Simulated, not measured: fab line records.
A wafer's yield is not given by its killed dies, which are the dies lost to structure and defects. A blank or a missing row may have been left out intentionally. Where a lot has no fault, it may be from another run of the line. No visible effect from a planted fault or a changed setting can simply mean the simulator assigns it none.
2 desks looking at one fault    flow rit_cmos    each desk holds nothing but its own numbers, with what lay behind them at the end

THE METROLOGY DESK
What the gauges read for every lot (on any tool): the sampled wafers with a number, averaged. A lot is out of limits, marked OUT, if its mean lies more than 4 standard deviations from the usual mean; the brackets give that distance.
Columns: A = NLDD_TW at RIT_NLDD_TW_MEAS_10, usual 2479; B = SPACER_NITRIDE_THK at RIT_SPACER_THK_MEAS_04, usual 249.4 nm; C = cd_nm at RIT_CONTACT_CD_MEAS_08, usual 998.9 nm
lot   first seen here  A     B      C
L568  day 3 00:17      2479  250.1  1001.1
L569  day 3 06:18      2469  247.2  997.0
L570  day 3 09:22      2475  252.3  1001.1
L572  day 3 20:32      2477  251.4  998.7
L573  day 4 00:10      2482  249.0  998.7
L576  day 4 16:28      2488  249.8  998.5
L578  day 5 02:46      2480  250.0  999.5
L582  day 5 21:06      2473  250.2  994.5
L586  day 6 17:59      2483  248.9  1000.0
L587  day 6 19:08      2489  248.6  1001.2
L588  day 6 22:44      2494  249.8  1000.8
L589  day 7 07:07      2479  246.7  995.4
L591  day 7 18:11      2478  251.3  995.2
Finding of this desk: none of the 13 lots has anything out of limits.

TOOL OWNER'S DESK, lpcvd-02
The tool's own readings at RIT_ACTIVE_CVD_03 (deposits Si3N4 from SiH2Cl2/NH3, target thk 150 nm, time 1500 s): means of the sampled wafers that have a number, for each lot that ran on this tool. A lot is out of limits, marked OUT, if its mean lies more than 4 standard deviations from the usual mean; the brackets give that distance.
Columns: A = pressure_mtorr at RIT_ACTIVE_CVD_03, usual 300.0 mTorr
lot   first seen here  A
L572  day 2 08:07      299.1
L576  day 3 06:50      300.1
L582  day 4 10:07      299.8
Finding of this desk: none of the 3 lots has anything out of limits.

TAKEN TOGETHER
Metrology desk: nothing out of limits seen.
The desk of the tool owner found nothing out of limits.

WHAT WAS PUT IN BY THE SIMULATOR
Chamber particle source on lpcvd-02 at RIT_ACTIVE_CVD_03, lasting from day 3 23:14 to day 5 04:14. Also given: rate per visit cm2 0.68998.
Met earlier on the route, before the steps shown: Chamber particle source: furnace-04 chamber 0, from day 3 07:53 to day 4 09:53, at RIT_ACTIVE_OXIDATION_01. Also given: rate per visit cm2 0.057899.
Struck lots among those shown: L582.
